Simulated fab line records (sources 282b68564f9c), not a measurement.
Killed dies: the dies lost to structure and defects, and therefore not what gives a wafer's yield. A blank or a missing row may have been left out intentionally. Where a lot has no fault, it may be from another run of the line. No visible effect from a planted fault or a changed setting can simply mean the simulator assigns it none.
Lot-split experiment	flow rit_cmos	5 lots, 23 wafers read, on a route of 202 steps

== ABOUT THE SPLIT ==
At RIT_SDANNEAL_RTA_03 (time 5 s), the setting time_s was moved away from the recipe's 5 s on 10 of the 23 wafers read, by -9.0% to +11.4%. For the rest of the wafers, this setting stayed at what the recipe calls for.

== SPLIT TO READING: what lies between them in the file, 1 step ==
- RIT_SDANNEAL_RS_MEAS_04: measures by four-point-probe

== THE READING ==
PLDD_RS, in ohm/sq, at RIT_SDANNEAL_RS_MEAS_06 (measures by four-point-probe). On this fab line, fault-free wafers typically give 177.9 ohm/sq with a standard deviation of 0.44 ohm/sq.

wafer	tool, chamber at the split	time_s as run, s	against the recipe	PLDD_RS, ohm/sq	against lot-mates on the recipe
L075.2	rtp_anneal-01, 0	5	recipe	177.3	-
L075.3	rtp_anneal-01, 0	4.604	-7.9%	178.8	+1.2
L075.4	rtp_anneal-01, 0	5	recipe	177.8	-
L075.5	rtp_anneal-01, 0	4.604	-7.9%	179.0	+1.4
L075.6	rtp_anneal-01, 0	4.604	-7.9%	178.8	+1.2
L078.1	rtp_anneal-02, 0	5.569	+11.4%	177.3	-0.9
L078.2	rtp_anneal-02, 0	5	recipe	178.1	-
L078.3	rtp_anneal-02, 0	5.569	+11.4%	177.0	-1.2
L078.5	rtp_anneal-02, 0	5.569	+11.4%	176.8	-1.4
L078.6	rtp_anneal-02, 0	5	recipe	178.3	-
L079.1	rtp_anneal-01, 0	5	recipe	178.4	-
L079.2	rtp_anneal-01, 0	5	recipe	178.2	-
L079.3	rtp_anneal-01, 0	4.552	-9.0%	179.3	+1.1
L079.4	rtp_anneal-01, 0	4.552	-9.0%	179.5	+1.3
L079.6	rtp_anneal-01, 0	5	recipe	178.0	-
L082.1	rtp_anneal-02, 0	5	recipe	177.7	-
L082.2	rtp_anneal-02, 0	5	recipe	178.3	-
L082.3	rtp_anneal-02, 0	5	recipe	178.7	-
L084.1	rtp_anneal-02, 0	5	recipe	178.1	-
L084.2	rtp_anneal-02, 0	5.266	+5.3%	177.0	-0.8
L084.3	rtp_anneal-02, 0	5.266	+5.3%	176.6	-1.2
L084.4	rtp_anneal-02, 0	5	recipe	177.8	-
L084.6	rtp_anneal-02, 0	5	recipe	177.6	-

FIT RESULTS
A straight line over all 23 wafers: PLDD_RS changes by -0.115 ohm/sq for each +1% of time_s; r = -0.87; the points scatter about the line by 0.39 ohm/sq.
The same after taking each lot's own level away (the mean of its wafers on the recipe; 23 wafers): -0.131 ohm/sq for each +1%; r = -0.94; scatter 0.29 ohm/sq.
Per that fit: largest time_s move, reading shift of 1.5 ohm/sq.
From 177.55 to 178.23 ohm/sq: that is the span of the lots' own levels, equal to 1.6 times the standard deviation above.
So the slope is not independent of the lot-to-lot level: the two fits are not the same.
Check: for one of the wafers moved furthest among these (+11.4%), held out of the fit, the line's prediction against its lot-mates is -1.57 ohm/sq. Against them it came out at -0.9 ohm/sq.

== THESE WAFERS: OTHER SPLITS ==
These wafers also went through other splits before the reading. Each is held against what the fit with the lots' levels taken away leaves over:
other split on the same wafers	wafers away from the commonest value	r with PLDD_RS (lot level and that fit taken away)
RIT_PLDD_COAT_01 resist_thk_nm	8	-0.12

== THE WHOLE CHAIN: every reading that the file lists as answering this split, in the file's order ==
step	what it does	reading	change (the file's fit)	r (the file's)
RIT_SDANNEAL_RS_MEAS_04	measures by four-point-probe	PSD_RS	-0.142 for each +1% of the setting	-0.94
RIT_SDANNEAL_RS_MEAS_06	measures by four-point-probe	PLDD_RS	-0.133 for each +1% of the setting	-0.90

== FILE'S OWN FIT ==
PLDD_RS changes by -0.133 ohm/sq for each +1% of time_s, r = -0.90.
